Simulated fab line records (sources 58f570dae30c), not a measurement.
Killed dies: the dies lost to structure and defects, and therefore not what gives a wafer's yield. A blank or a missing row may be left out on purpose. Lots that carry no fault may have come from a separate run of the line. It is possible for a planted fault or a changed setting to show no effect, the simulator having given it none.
8D (eight disciplines) problem report, filled in by code | flow berkeley_cmos170 | the parts of the form that need people (team, actions taken, sign-off) are left out

== 1. THE PROBLEM ==
At UCB170_CONTACT_ETCH_18, oes_product_au averages 0.752 a.u. over 6 wafers from 2 lots, while fault-free wafers read 0.904 a.u., standard deviation 0.015. Measured from the usual mean, that is -10 standard deviations.
The step: etches PSG in CHF3/CF4/Ar, stops on TiSi2, target depth 840 nm, time 195 s.
Earliest sighting: wafer L596.4 on rie_diel-03 at day 12 20:00. The record has a number at this step for 42 wafers belonging to 14 lots. Rule for "out", or "out of limits": more than 4 standard deviations from the usual mean. All remaining wafers that have a number are taken as sound.

== 2. WHAT IT IS, AND WHAT IT ISN'T ==
question                    | is                     | is not
which readings at this step | oes_product_au         | drypump_motor_current_A
which lots                  | L596, L597             | L574, L575, L576, L578, L579, L581, L582, L583, L584, L586, L589, L590
which wafers of those lots  | all that have a number | -
read on which tools         | rie_diel-03            | rie_diel-01, rie_diel-04
when                        | from day 12 20:00      | up to then (36 sound wafers)

== 3. WHAT RULES OUT EACH SUSPECT ==
Counting: a tool stays on the suspect list if, at a process step up to the reading, it processed all lots that are out and no sound lot following the first of them.
- plasma_asher-01 at UCB170_CONTACT_STRIP_06 (strips in O2): kept. Every lot that is out went through it, starting with L596 (day 12 16:04), and after that it ran no sound lot; the last sound lot it ran before then is L589 (day 11 11:54).
- rie_diel-03 at UCB170_CONTACT_ETCH_17 (etches BARC in N2/H2): kept. Every lot that is out went through it, starting with L596 (day 12 20:01), and after that it ran no sound lot; the last sound lot it ran before then is L581 (day 9 23:11).
- rie_diel-03 at UCB170_CONTACT_ETCH_18 (etches PSG in CHF3/CF4/Ar, stops on TiSi2, target depth 840 nm, time 195 s): kept. Every lot that is out went through it, starting with L596 (day 12 20:00), and after that it ran no sound lot; the last sound lot it ran before then is L581 (day 9 23:00). Out on those wafers are its own readings of oes_product_au.
Still standing after the count: plasma_asher-01 at UCB170_CONTACT_STRIP_06, rie_diel-03 at UCB170_CONTACT_ETCH_17, rie_diel-03 at UCB170_CONTACT_ETCH_18.

== 4. THE CAUSE (what the simulator had put in) ==
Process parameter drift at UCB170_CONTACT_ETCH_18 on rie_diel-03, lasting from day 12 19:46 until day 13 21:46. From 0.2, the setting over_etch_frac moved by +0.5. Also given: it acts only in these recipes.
Of the 3 suspects that counting leaves, this tool is one.

== 5. SEQUENCE OF EFFECTS, ordered by route ==
Each row: a reading where the mean over the struck wafers with a number is more than 3 standard deviations away from the usual. Scope: only readings with a usual standard deviation given in the record; hours: median across lots of the time from each lot's start at the first step in this table that gives one to its start at this step; sigmas: change in usual standard deviations.
hours | step                   | reading        | usual      | on struck wafers | change | sigmas
0     | UCB170_CONTACT_ETCH_18 | oes_product_au | 0.904 a.u. | 0.752            | -0.152 | -10
It contains these process steps:
- UCB170_CONTACT_ETCH_18: etches PSG in CHF3/CF4/Ar, stops on TiSi2, target depth 840 nm, time 195 s.

== 6. WHAT WOULD HAVE CAUGHT IT SOONER ==
In this record the first reading out of limits was taken at day 12 20:00, 0 hours after the fault began at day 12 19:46.
